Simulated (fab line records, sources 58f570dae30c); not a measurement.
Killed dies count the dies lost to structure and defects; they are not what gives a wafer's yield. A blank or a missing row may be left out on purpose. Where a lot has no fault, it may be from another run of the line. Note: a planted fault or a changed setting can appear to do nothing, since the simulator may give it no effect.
The tool behind it: which one? ; flow berkeleyCmos170 ; 72 wafers from 24 lots sampled at 5 of the route's 331 steps

WHAT EACH GAUGE READ, for each wafer
UCB170_NSD_OVL_MEAS_07.
lot;measured;on;NSD_OVL (nm)
L074;day 6 18:22;overlay-02;-3 -6 -4
L077;day 6 19:01;overlay-01;-14 -3 -8
L076;day 6 18:45;overlay-01;-1 6 7
L075;day 6 19:23;overlay-02;-4 -3 -3
L079;day 7 03:04;overlay-01;3 5 -3
L078;day 7 03:11;overlay-02;-2 -6 -5
L081;day 7 16:54;overlay-01;-3 0 -2
L080;day 7 17:14;overlay-01;-8 1 -5
L083;day 8 09:13;overlay-02;-2 0 1
L086;day 8 09:31;overlay-02;-7 -5 -6
L085;day 8 09:47;overlay-01;-3 1 -5
L087;day 8 09:48;overlay-02;-4 0 -6
L084;day 8 10:16;overlay-02;-6 -6 -2
L082;day 8 10:02;overlay-01;0 -3 -4
L088;day 9 07:19;overlay-01;-12 -6 -9
L090;day 9 07:27;overlay-02;-7 -5 -7
L089;day 9 07:46;overlay-02;-2 -5 -1
L091;day 9 19:04;overlay-01;-3 -3 6
L093;day 10 10:31;overlay-02;-8 4 -6
L092;day 10 10:51;overlay-01;-2 -1 -1
L094;day 11 01:50;overlay-02;3 1 -2
L096;day 11 02:13;overlay-01;-7 -4 -8
L095;day 11 09:37;overlay-02;-8 0 2
L097;day 11 09:49;overlay-02;-2 -7 -3

UCB170_V2_THK_MEAS_04.
lot;measured;on;V2_POLISHED_THK (nm)
L074;day 7 12:59;filmMetro-02;1000.2 998.9 1002.2
L077;day 7 14:51;filmMetro-02;999.1 1002.0 1001.0
L076;day 7 14:11;filmMetro-03;1000.0 998.5 998.2
L075;day 7 14:33;filmMetro-04;1001.6 999.3 1001.9
L079;day 8 01:50;filmMetro-03;1000.5 1002.5 999.9
L078;day 8 02:13;filmMetro-04;1000.5 998.9 998.4
L081;day 8 12:37;filmMetro-02;1000.2 1001.0 999.7
L080;day 8 20:19;filmMetro-03;998.7 1000.7 1000.0
L083;day 9 06:55;filmMetro-04;1000.2 999.5 1002.1
L086;day 9 05:58;filmMetro-03;1001.4 1002.9 1003.1
L085;day 9 06:36;filmMetro-03;998.2 999.0 998.2
L087;day 9 07:49;filmMetro-02;999.2 999.3 1001.7
L084;day 9 07:20;filmMetro-02;1001.8 999.5 1000.7
L082;day 9 07:16;filmMetro-03;1000.3 1000.7 1000.9
L088;day 10 03:16;filmMetro-02;1002.4 998.9 999.6
L090;day 10 03:46;filmMetro-04;1000.9 999.6 1001.1
L089;day 10 04:04;filmMetro-04;999.8 1002.1 1003.5
L091;day 10 14:02;filmMetro-03;999.4 1002.1 1000.0
L093;day 11 12:14;filmMetro-02;1000.2 999.5 999.0
L092;day 11 11:57;filmMetro-04;1001.0 998.7 1001.2
L094;day 12 04:13;filmMetro-02;1001.8 1001.3 1000.1
L096;day 12 03:55;filmMetro-02;1000.7 999.8 998.7
L095;day 12 15:07;filmMetro-04;1000.4 999.8 1001.0
L097;day 12 07:40;filmMetro-02;999.8 1001.0 1001.9

TOOL THAT RAN EACH LOT (tool first, then ch and the chambers of the sampled wafers, then the start)
lot;UCB170_PLDD_STRIP_10;UCB170_NLDD_STRIP_10;UCB170_SPACER_ETCHBACK_03
L074;plasmaAsher-01 ch 0,1, day 6 08:01;plasmaAsher-03 ch 0,1, day 6 10:35;rieDiel-01 ch 0,1,2, day 6 14:53
L077;plasmaAsher-04 ch 0,1, day 6 08:08;plasmaAsher-04 ch 0,1, day 6 10:42;rieDiel-02 ch 0,1,3, day 6 14:53
L076;plasmaAsher-01 ch 0,1, day 6 08:22;plasmaAsher-02 ch 0,1, day 6 11:14;rieDiel-04 ch 0,1, day 6 14:53
L075;plasmaAsher-02 ch 0,1, day 6 08:37;plasmaAsher-04 ch 0,1, day 6 11:28;rieDiel-01 ch 0,2, day 6 14:58
L079;plasmaAsher-02 ch 0,1, day 6 17:07;plasmaAsher-04 ch 0,1, day 6 19:12;rieDiel-01 ch 0,1,2, day 6 23:14
L078;plasmaAsher-02 ch 0,1, day 6 17:29;plasmaAsher-03 ch 0,1, day 6 19:28;rieDiel-02 ch 1,2,3, day 6 23:14
L081;plasmaAsher-02 ch 0,1, day 7 05:52;plasmaAsher-03 ch 0,1, day 7 09:25;rieDiel-02 ch 0,2,3, day 7 13:47
L080;plasmaAsher-04 ch 0,1, day 7 06:25;plasmaAsher-02 ch 0,1, day 7 09:39;rieDiel-01 ch 0,2,3, day 7 13:47
L083;plasmaAsher-01 ch 0,1, day 7 22:40;plasmaAsher-04 ch 0,1, day 8 01:18;rieDiel-01 ch 1,2, day 8 05:07
L086;plasmaAsher-01 ch 0, day 7 23:43;plasmaAsher-03 ch 0,1, day 8 01:47;rieDiel-04 ch 0,2, day 8 05:07
L085;plasmaAsher-04 ch 0,1, day 7 23:50;plasmaAsher-04 ch 0,1, day 8 02:08;rieDiel-02 ch 0,2,3, day 8 05:07
L087;plasmaAsher-02 ch 0,1, day 8 00:15;plasmaAsher-02 ch 0,1, day 8 02:23;rieDiel-01 ch 0,1, day 8 05:11
L084;plasmaAsher-01 ch 0,1, day 8 00:27;plasmaAsher-03 ch 0,1, day 8 02:30;rieDiel-04 ch 0,1, day 8 05:11
L082;plasmaAsher-02 ch 0,1, day 8 01:04;plasmaAsher-04 ch 0,1, day 8 02:44;rieDiel-02 ch 0,1,3, day 8 05:11
L088;plasmaAsher-02 ch 0,1, day 8 22:37;plasmaAsher-04 ch 0,1, day 9 00:23;rieDiel-04 ch 0,2,3, day 9 04:20
L090;plasmaAsher-02 ch 0,1, day 8 23:01;plasmaAsher-03 ch 0,1, day 9 00:48;rieDiel-01 ch 0,1,3, day 9 04:20
L089;plasmaAsher-01 ch 0,1, day 8 23:06;plasmaAsher-02 ch 0,1, day 9 01:01;rieDiel-02 ch 1,2,3, day 9 04:20
L091;plasmaAsher-01 ch 0, day 9 09:59;plasmaAsher-02 ch 0, day 9 12:05;rieDiel-04 ch 0,2,3, day 9 16:08
L093;plasmaAsher-01 ch 0,1, day 10 01:23;plasmaAsher-03 ch 0,1, day 10 03:13;rieDiel-04 ch 0,1,3, day 10 07:35
L092;plasmaAsher-04 ch 0,1, day 10 01:40;plasmaAsher-02 ch 0,1, day 10 03:31;rieDiel-02 ch 1,2,3, day 10 07:35
L094;plasmaAsher-01 ch 0,1, day 10 12:21;plasmaAsher-03 ch 0,1, day 10 16:08;rieDiel-04 ch 0,1,3, day 10 22:31
L096;plasmaAsher-02 ch 0,1, day 10 12:52;plasmaAsher-04 ch 0,1, day 10 16:25;rieDiel-01 ch 0,2,3, day 10 22:31
L095;plasmaAsher-04 ch 0,1, day 10 22:53;plasmaAsher-02 ch 0,1, day 11 01:21;rieDiel-01 ch 1,2,3, day 11 05:32
L097;plasmaAsher-01 ch 0,1, day 10 22:53;plasmaAsher-03 ch 0,1, day 11 01:30;rieDiel-04 ch 0,1, day 11 05:32
- UCB170_PLDD_STRIP_10: strips in O2.
- UCB170_NLDD_STRIP_10: strips in O2.
- UCB170_SPACER_ETCHBACK_03: etches SiO2 in CHF3/CF4/Ar, stops on Si, target depth 376 nm, time 100 s.

AS READ BY THE TOOLS THEMSELVES (means over the sampled wafers that have a number; for cases with no such wafer, the mark the record gives instead)
UCB170_PLDD_STRIP_10.
lot;tool;drypumpMotorCurrentA (A);oesProductAu (a.u.);stripTimeToEndpointS (s)
L074;plasmaAsher-01;5.57;0.735;21.70
L077;plasmaAsher-04;6.07;0.735;21.73
L076;plasmaAsher-01;5.56;0.731;21.65
L075;plasmaAsher-02;6.02;0.732;21.73
L079;plasmaAsher-02;5.95;0.734;21.72
L078;plasmaAsher-02;6.03;0.739;21.70
L081;plasmaAsher-02;6.03;0.737;21.71
L080;plasmaAsher-04;5.93;0.732;21.78
L083;plasmaAsher-01;5.57;0.733;21.69
L086;plasmaAsher-01;5.49;0.741;21.68
L085;plasmaAsher-04;5.96;0.737;21.71
L087;plasmaAsher-02;5.97;0.735;21.68
L084;plasmaAsher-01;5.53;0.737;21.67
L082;plasmaAsher-02;5.96;0.733;21.75
L088;plasmaAsher-02;5.96;0.728;21.73
L090;plasmaAsher-02;5.96;0.736;21.79
L089;plasmaAsher-01;5.54;0.735;21.67
L091;plasmaAsher-01;5.51;0.734;21.70
L093;plasmaAsher-01;5.53;0.732;21.70
L092;plasmaAsher-04;6.09;0.735;21.70
L094;plasmaAsher-01;5.53;0.735;21.73
L096;plasmaAsher-02;5.99;0.736;21.74
L095;plasmaAsher-04;6.08;0.737;21.64
L097;plasmaAsher-01;5.52;0.736;21.70

UCB170_NLDD_STRIP_10.
lot;tool;drypumpMotorCurrentA (A);oesProductAu (a.u.);stripTimeToEndpointS (s)
L074;plasmaAsher-03;5.82;0.733;21.69
L077;plasmaAsher-04;5.93;0.729;21.71
L076;plasmaAsher-02;5.96;0.742;21.80
L075;plasmaAsher-04;6.08;0.733;21.70
L079;plasmaAsher-04;5.94;0.735;21.76
L078;plasmaAsher-03;5.83;0.730;21.70
L081;plasmaAsher-03;5.92;0.734;21.64
L080;plasmaAsher-02;5.96;0.738;21.68
L083;plasmaAsher-04;6.08;0.732;21.59
L086;plasmaAsher-03;5.93;0.732;21.59
L085;plasmaAsher-04;6.09;0.738;21.67
L087;plasmaAsher-02;6.03;0.734;21.63
L084;plasmaAsher-03;5.83;0.734;21.67
L082;plasmaAsher-04;5.94;0.734;21.57
L088;plasmaAsher-04;6.08;0.736;21.59
L090;plasmaAsher-03;5.81;0.736;21.71
L089;plasmaAsher-02;6.02;0.733;21.62
L091;plasmaAsher-02;5.92;0.736;21.72
L093;plasmaAsher-03;5.82;0.737;21.65
L092;plasmaAsher-02;5.96;0.734;21.64
L094;plasmaAsher-03;5.91;0.735;21.68
L096;plasmaAsher-04;5.94;0.732;21.71
L095;plasmaAsher-02;5.95;0.732;21.67
L097;plasmaAsher-03;5.91;0.734;21.66

UCB170_SPACER_ETCHBACK_03.
lot;tool;drypumpMotorCurrentA (A);oesProductAu (a.u.);rfFwdPowerW (W);throttleValvePct (%)
L074;rieDiel-01;5.8;0.892;496.5;6.56
L077;rieDiel-02;5.7;0.921;496.1;6.50
L076;rieDiel-04;5.9;0.903;498.1;6.61
L075;rieDiel-01;6.0;0.904;494.9;6.56
L079;rieDiel-01;5.8;0.899;496.9;6.56
L078;rieDiel-02;5.5;0.901;495.9;6.53
L081;rieDiel-02;5.7;0.923;497.4;6.58
L080;rieDiel-01;5.7;0.890;496.1;6.60
L083;rieDiel-01;6.3;0.907;497.3;6.59
L086;rieDiel-04;5.6;0.911;495.9;6.65
L085;rieDiel-02;5.7;0.910;496.3;6.59
L087;rieDiel-01;5.6;0.898;498.6;6.58
L084;rieDiel-04;5.9;0.900;498.2;6.59
L082;rieDiel-02;5.7;0.906;495.6;6.50
L088;rieDiel-04;5.6;0.907;497.4;6.54
L090;rieDiel-01;5.5;0.900;495.5;6.60
L089;rieDiel-02;5.4;0.901;497.7;6.53
L091;rieDiel-04;5.6;0.898;495.5;6.53
L093;rieDiel-04;5.9;0.909;497.3;6.50
L092;rieDiel-02;5.5;0.912;496.3;6.53
L094;rieDiel-04;5.9;0.911;497.5;6.50
L096;rieDiel-01;5.7;0.888;497.0;6.60
L095;rieDiel-01;5.9;0.904;498.8;6.61
L097;rieDiel-04;6.2;0.887;498.3;6.54

THE ANSWER, worked out from the rows above alone
Rule: what is usual is taken from the lots themselves. The widest of any qualifying gaps counts: lots, ordered by their means at a reading, are off when they make up no more than a third of the lots, leave a main group of 4 or more, and stand apart from it by 3 or more times the standard deviation of that group's means. A main group whose means are all the same, to the digits that the tables above print for the reading, isn't used. A lot without any number at a reading at which 4 lots or more have one is off too. The other lots that the step has rows for count as sound. After the gauges, taken in route order, come the tools' own readings; for these a lot's mean is taken, as printed above. At the first step where some lot is off, the reading lying furthest off is the one used; lots without a number count as furthest.
No lot is off on any of the readings shown, so nothing can be concluded from this.

WHAT THE SIMULATOR HAD PUT IN
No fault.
